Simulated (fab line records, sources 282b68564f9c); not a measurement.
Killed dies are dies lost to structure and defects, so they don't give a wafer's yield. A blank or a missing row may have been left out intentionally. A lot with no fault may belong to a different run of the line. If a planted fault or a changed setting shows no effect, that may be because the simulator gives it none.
Struck lot and sound lot, side by side	flow ritCmos	27 out of 202 route steps
Sound: these wafers, L630.3, L630.4, L630.6. The struck wafers were L642.1, L642.2, L642.5. The cause comes at the end.
Per side, at each step with rows, come the tool, then ch with its chambers, and then its first start. Under that, the readings that differ: sound wafers	struck wafers	difference of the means	sigmas: that difference in standard deviations of wafers without a fault.
alike: words and numbers the same on both sides, and readings whose means are apart by under 2 such deviations; not compared: readings that were withheld, readings missing a value for some wafer, numbers with overlapping values and no deviation given by the record, and bounds like >300 which may hide the same value.
A row with sigmas, a row that says differs or no value, or rows on one side alone: a step with any of these is where the two part. When numbers do not overlap yet have no deviation, they are printed without sigmas and do not part them. A reading that every wafer of one side lacks parts them only if that side has two wafers or more.

RIT_ACTIVE_BOW_MEAS_00:
  sound on filmMetro-04 at day 1 20:02; struck on filmMetro-01 at day 4 08:00
  alike: INCOMING_BOW
then, 1 step without rows for these wafers: RIT_ACTIVE_OXIDATION_01 (target thk 46.8 nm, ox time 3360 s).
RIT_ACTIVE_THK_MEAS_02:
  sound on filmMetro-02 at day 2 02:32; struck on filmMetro-02 at day 4 12:15
  alike: ACTIVE_OXIDE_THK
RIT_ACTIVE_CVD_03: deposits Si3N4 from SiH2Cl2/NH3, target thk 150 nm, time 1537 s.
  sound on lpcvd-02 ch 1, day 2 02:34; struck on lpcvd-01 ch 0, day 4 12:19
reading	sound	struck	difference	sigmas
model.Si3N4_of_ACTIVE_CVD_03.thkNm (nm)	153.8 154.1 154.3	103.8 103.5 104.1	-50.3	
RIT_ACTIVE_THK_MEAS_04:
  sound on filmMetro-01 at day 2 04:01; struck on filmMetro-02 at day 4 13:43
reading	sound	struck	difference	sigmas
ACTIVE_NITRIDE_THK (nm)	153.8 154.1 154.2	103.8 103.5 104.1	-50.2	-33
then, 6 steps without rows for these wafers: RIT_ACTIVE_HMDS_05 (prime time 60 s); RIT_ACTIVE_COAT_06 (resist thk 991.5 nm); RIT_ACTIVE_SOFTBAKE_07 (time 60 s); RIT_ACTIVE_EXPOSE_08 (exposes mask M1, target cd 1400 nm); RIT_ACTIVE_PEB_09; RIT_ACTIVE_DEVELOP_10 (develop time 50 s).
RIT_ACTIVE_CD_MEAS_11 targets a cd of 1400 nm.
  sound on cdSem-01 at day 2 04:57; struck on cdSem-02 at day 4 14:46
  alike: cdNm
then, 1 step without rows for these wafers: RIT_ACTIVE_HARDBAKE_12 (time 60 s).
RIT_ACTIVE_ETCH_13: etches Si3N4 in SF6, stops on SiO2, time 210 s, target depth 210 nm.
  sound on rieDiel-02 ch 1,3, day 2 05:19; struck on rieDiel-04 ch 1,3, day 4 15:02
reading	sound	struck	difference	sigmas
oesProductAu (a.u.)	0.840 0.853 0.854	0.672 0.664 0.673	-0.179	-13
model.etch.depthNm (nm)	153.8 154.1 154.3	103.8 103.5 104.1	-50.3	
model.ACTIVE.featureDepthNm (nm)	153.9 154.1 154.3	103.8 104 104.1	-50.1	
  alike: drypumpMotorCurrentA, throttleValvePct
  not compared: rfHoursCounterH
RIT_ACTIVE_STRIP_14: strips in O2, time 180 s.
  sound on plasmaAsher-03 ch 0,1, day 2 05:30; struck on plasmaAsher-02 ch 0,1, day 4 15:10
  alike: drypumpMotorCurrentA
  not compared: rfHoursCounterH
RIT_ACTIVE_CD_MEAS_90 targets a cd of 1400 nm.
  sound on cdSem-01 at day 2 05:40; struck on cdSem-02 at day 4 15:20
  alike: cdNm
then, 4 steps without rows for these wafers: RIT_ACTIVE_CLEAN_15 (cleans in SC1, time 600 s); RIT_ACTIVE_CLEAN_16 (cleans in dHF, time 30 s); RIT_ACTIVE_CLEAN_17 (cleans in SC2, time 600 s); RIT_FOX1_OXIDATION_00 (target thk 350.7 nm, ox time 1130 s).
RIT_FOX1_THK_MEAS_01:
  sound on filmMetro-03 at day 2 08:23; struck on filmMetro-03 at day 4 20:19
reading	sound	struck	difference	sigmas
FOX1_OXIDE_THK (nm)	339 344 335	350 353 356	+14	+2
then, 2 steps without rows for these wafers: RIT_FOX1_WET_ETCH_02 (etches SiO2 in BOE, target depth 350 nm, time 390 s); RIT_FOX2_OXIDATION_00 (target thk 350.7 nm, ox time 1130 s).
RIT_FOX2_THK_MEAS_01:
  sound on filmMetro-03 at day 2 10:47; struck on filmMetro-02 at day 5 02:35
  alike: FOX2_OXIDE_THK
RIT_FOX2_CLEAN_02: cleans in dHF, time 180 s.
  sound on wetBench-01 ch 1, day 2 10:49; struck on wetBench-02 ch 0, day 5 02:39
reading	sound	struck	difference	sigmas
model.Si3N4_of_ACTIVE_CVD_03.thkNm (nm)	134.6 134.9 135	84.56 84.32 84.83	-50.26	
then, 1 step without rows for these wafers: RIT_FOX2_WET_ETCH_03 (etches Si3N4 in H3PO4, target depth 195 nm, time 2700 s).
-- the record jumps here: 2 days lie between the struck wafers' starts before and after (it left off in module FOX2 and takes up again in module M1, whose first step shown is number 202 of the route) --
RIT_M1_PROBE_99:
  sound on prober-02 at day 4 05:42; struck on prober-02 at day 7 08:46
reading	sound	struck	difference	sigmas
model.etest.pldd.widthNm (nm)	3208 3194 3192	3163 3134 3124	-58	
model.etest.nldd.widthNm (nm)	3202 3188 3214	3146 3154 3127	-59	
model.etest.pplusSal.widthNm (nm)	3483 3474 3492	3410 3429 3421	-63	
model.etest.nplusSal.widthNm (nm)	3472 3463 3485	3410 3428 3407	-58	
model.etest.nmosNarrow.driveUaUm	244.5 241.2 245.4	235.4 233.4 233.9	-9.5	
  alike: killedAtContacts, killedAtFrontEnd, killedDies, killedOnRim, killedOpen, killedShort
  not compared: model.etest.pmosNarrow.driveUaUm

WHERE THEY PART
Earliest at RIT_ACTIVE_THK_MEAS_04; latest, in this record, at RIT_FOX1_THK_MEAS_01. Later steps at which nothing parts them and some readings are alike: RIT_FOX2_THK_MEAS_01, RIT_M1_PROBE_99.

WHY: what the simulator had put in
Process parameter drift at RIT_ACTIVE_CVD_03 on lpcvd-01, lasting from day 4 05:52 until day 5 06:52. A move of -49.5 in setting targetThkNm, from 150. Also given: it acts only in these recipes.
